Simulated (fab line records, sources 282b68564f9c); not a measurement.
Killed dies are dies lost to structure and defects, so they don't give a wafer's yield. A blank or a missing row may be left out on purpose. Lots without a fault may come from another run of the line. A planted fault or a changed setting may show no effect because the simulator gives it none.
Problem report in the 8D (eight disciplines) form, filled by code | flow rit_cmos | the parts of the form that need people (team, actions taken, sign-off) are left out

1. THE PROBLEM
SPACER_NITRIDE_THK at RIT_SPACER_THK_MEAS_04 reads a mean of 166.4 nm on 3 wafers of 1 lot; wafers without a fault read 250.5 nm with a standard deviation of 2.5. That is -34 standard deviations from the usual mean.
First seen on wafer L700.1, day 7 22:04, on film_metro-01. The record holds 39 wafers of 13 lots with a number at this step. Rule for "out", or "out of limits": more than 4 standard deviations from the usual mean. The other wafers with a number count as sound.

2. WHAT IT IS AND WHAT IT IS NOT
question                    | is                     | is not
which readings at this step | SPACER_NITRIDE_THK     | -
which lots                  | L700                   | L680, L682, L683, L684, L685, L686, L687, L688, L690, L692, L693, L697
which wafers of those lots  | all that have a number | -
read on which gauges        | film_metro-01          | film_metro-03, film_metro-04
when                        | from day 7 22:04       | up to then (36 sound wafers)

3. SUSPECTS, AND WHAT RULES EACH OUT
Counting: a tool at a process step up to the reading stays a suspect if it ran every lot that is out and no sound lot after the first of them.
- the gauge at RIT_SPACER_THK_MEAS_04: ruled out. All the wafers that are out were read on film_metro-01, but those of them that RIT_SPACER_ETCHBACK_05 has rows for are out there too, on other tools.
- lpcvd-01 at RIT_SPACER_CVD_03 (deposits Si3N4 from SiH2Cl2/NH3, target thk 250 nm, time 3300 s): kept. It ran the lot that is out, L700 (day 7 20:08), and no sound lot after that; its last sound lot up to then is L688 (day 4 22:09).
Left after counting: lpcvd-01 at RIT_SPACER_CVD_03.

4. THE CAUSE (what the simulator had put in)
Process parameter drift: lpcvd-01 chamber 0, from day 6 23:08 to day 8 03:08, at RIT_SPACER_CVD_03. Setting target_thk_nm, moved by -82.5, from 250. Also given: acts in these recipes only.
Counting left only this tool.

5. THE CHAIN OF EFFECTS, in route order
Each row: a reading whose mean over the struck wafers that have a number lies more than 3 standard deviations from the usual. Only readings for which the record gives a usual standard deviation are gone through. hours: the time from each lot's start at the first step in this table that gives one to its start at this step, as a median over the lots. sigmas: the change in usual standard deviations.
hours | step                   | reading            | usual      | on struck wafers | change | sigmas
0     | RIT_SPACER_THK_MEAS_04 | SPACER_NITRIDE_THK | 250.5 nm   | 166.4            | -84.1  | -34
13    | RIT_SPACER_ETCHBACK_05 | oes_product_au     | 0.842 a.u. | 0.635            | -0.207 | -19
The process steps in it:
- RIT_SPACER_ETCHBACK_05: etches Si3N4 in SF6/CHF3, stops on SiO2, target depth 250 nm, time 240 s.

6. WHAT WOULD HAVE CAUGHT IT SOONER
In this record the first reading out of limits at a measuring or inspecting step was taken at day 7 22:04, 23 hours after the fault began at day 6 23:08.
Of the tool readings at RIT_SPACER_CVD_03 for which the record gives a usual standard deviation, none was out on any struck wafer, so an alarm limit of 4 standard deviations on them would not have fired.
All the lots that are out (1) had begun RIT_SPACER_CVD_03 on lpcvd-01 by day 7 22:04. A hold on the tool at that time would have spared none of them.
